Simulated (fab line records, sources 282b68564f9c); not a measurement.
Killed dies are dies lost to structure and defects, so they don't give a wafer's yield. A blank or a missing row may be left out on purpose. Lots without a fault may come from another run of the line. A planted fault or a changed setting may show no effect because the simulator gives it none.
A struck lot beside a sound one | flow rit_cmos | 15 steps out of a route of 202
Sound: wafers L646.2, L646.4, L646.5. Struck: wafers L637.1, L637.3, L637.4. The cause comes at the end.
At each step with rows: each side's tool, then ch and its chambers, then its first start. Under that, the readings that differ: sound wafers | struck wafers | difference of the means | sigmas: that difference in standard deviations of wafers without a fault.
alike: readings whose means differ by less than 2 such deviations, and words and numbers that are the same on both sides. not compared: withheld readings, readings that some wafer has no value for, bounds like >300 that may hide the same value, and numbers for which the record gives no deviation and whose values overlap.
The two part at a step that has a row with sigmas, a row that says differs or no value, or rows on one side only. Numbers that don't overlap but have no deviation are shown without sigmas and don't part them. A reading that every wafer of one side lacks parts them only if that side has two wafers or more.

first, 2 steps without rows for these wafers: RIT_NSD_PEB_04; RIT_NSD_DEVELOP_05 (develop time 50 s).
RIT_NSD_OVL_MEAS_06:
  sound on overlay-01, day 6 20:45; struck on overlay-02, day 4 04:52
  alike: NSD_OVL
then, 2 steps without rows for these wafers: RIT_NSD_HARDBAKE_07 (time 60 s); RIT_NSD_IMPLANT_08.
RIT_NSD_STRIP_09: strips in O2, time 180 s.
  sound on plasma_asher-02 ch 0,1, day 6 21:18; struck on plasma_asher-02 ch 0,1, day 4 05:11
  alike: chamber_pressure_mTorr, drypump_motor_current_A
  not compared: rf_hours_counter_h
RIT_NSD_TW_MEAS_10:
  sound on film_metro-01, day 6 21:29; struck on film_metro-01, day 4 05:22
  alike: NSD_TW
then, 5 steps without rows for these wafers: RIT_PSD_HMDS_00 (prime time 60 s); RIT_PSD_COAT_01 (resist thk 1000 nm); RIT_PSD_SOFTBAKE_02 (time 60 s); RIT_PSD_EXPOSE_03 (exposes mask M10, target cd 40900 nm); RIT_PSD_PEB_04.
RIT_PSD_DEVELOP_05: develop time 50 s.
  sound on litho_track-03 ch 0, day 6 22:00; struck on litho_track-01 ch 0, day 4 06:00
  reading              | sound             | struck            | difference | sigmas
  developer_temp_C (C) | 23.00 23.09 22.95 | 20.66 20.54 20.46 | -2.46      | -22
RIT_PSD_OVL_MEAS_06:
  sound on overlay-02, day 6 22:30; struck on overlay-02, day 4 06:24
  alike: PSD_OVL
RIT_M1_PROBE_99:
  sound on prober-01, day 7 07:12; struck on prober-02, day 4 15:35
  alike: killed_at_contacts, killed_at_front_end, killed_dies, killed_open, killed_short

WHERE THEY PART
Only at RIT_PSD_DEVELOP_05, within this record. Later steps at which nothing parts them and some readings are alike: RIT_PSD_OVL_MEAS_06, RIT_M1_PROBE_99.

WHY: what the simulator had put in
Process parameter drift: litho_track-01, from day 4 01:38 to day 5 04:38, at RIT_PSD_DEVELOP_05. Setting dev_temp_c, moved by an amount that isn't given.
